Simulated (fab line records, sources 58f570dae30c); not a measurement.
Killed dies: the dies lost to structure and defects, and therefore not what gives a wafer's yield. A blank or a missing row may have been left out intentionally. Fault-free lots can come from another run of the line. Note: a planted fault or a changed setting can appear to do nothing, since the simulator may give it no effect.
Which of the tools did it?	flow berkeleyCmos170	6 lots with 18 wafers sampled at 2 steps, on a route of 331 steps

== WHAT EACH GAUGE READ, for each wafer ==
UCB170_SCREENOX_THK_MEAS_02.
lot	measured	on	SCREENOX_OXIDE_THK (nm)
L992	day 6 22:31	filmMetro-04	14.4 14.7 14.6
L994	day 6 22:32	filmMetro-03	14.2 14.2 14.3
L996	day 8 02:27	filmMetro-03	13.9 14.0 14.1
L100	day 8 10:37	filmMetro-03	14.3 14.6 14.5
L102	day 8 18:52	filmMetro-03	22.2 22.0 22.5
L108	day 9 18:22	filmMetro-04	14.5 14.6 14.6

== TOOL THAT RAN EACH LOT (tool first, then ch and the chambers of the sampled wafers, then the start) ==
lot	UCB170_SCREENOX_OXIDATION_01
L992	furnace-01 ch 0, day 6 20:50
L994	furnace-01 ch 0, day 6 20:50
L996	furnace-02 ch 0, day 8 00:47
L100	furnace-01 ch 0, day 8 08:56
L102	furnace-01 ch 0, day 8 17:11
L108	furnace-02 ch 0, day 9 16:42
- UCB170_SCREENOX_OXIDATION_01: target thk 14.4 nm, ox time 2400 s.

== THE ANSWER, worked out from the rows above alone ==
Rule: the usual values come from the lots themselves. The widest of any qualifying gaps counts: lots, ordered by their means at a reading, are off when they make up no more than a third of the lots, leave a main group of 4 or more, and stand apart from it by 3 or more times the standard deviation of that group's means. If all means in a main group match to the digits the tables above print for the reading, that group is not used. Also off: a lot with no number at a reading for which 4 or more lots have one. The other lots that the step has rows for count as sound.
Off: L102, seen at UCB170_SCREENOX_THK_MEAS_02 (SCREENOX_OXIDE_THK). The main group: mean 14.4 nm, standard deviation 0.22.
If a tool, at a process step before that reading, ran all the lots that are off and no sound lot after the first of them, it fits. Those tools and the gauges at UCB170_SCREENOX_THK_MEAS_02 are tried in the same way. Can't be told from this: 2 tools fit, furnace-01 at UCB170_SCREENOX_OXIDATION_01, filmMetro-03 at UCB170_SCREENOX_THK_MEAS_02.

== WHAT THE SIMULATOR HAD INSERTED ==
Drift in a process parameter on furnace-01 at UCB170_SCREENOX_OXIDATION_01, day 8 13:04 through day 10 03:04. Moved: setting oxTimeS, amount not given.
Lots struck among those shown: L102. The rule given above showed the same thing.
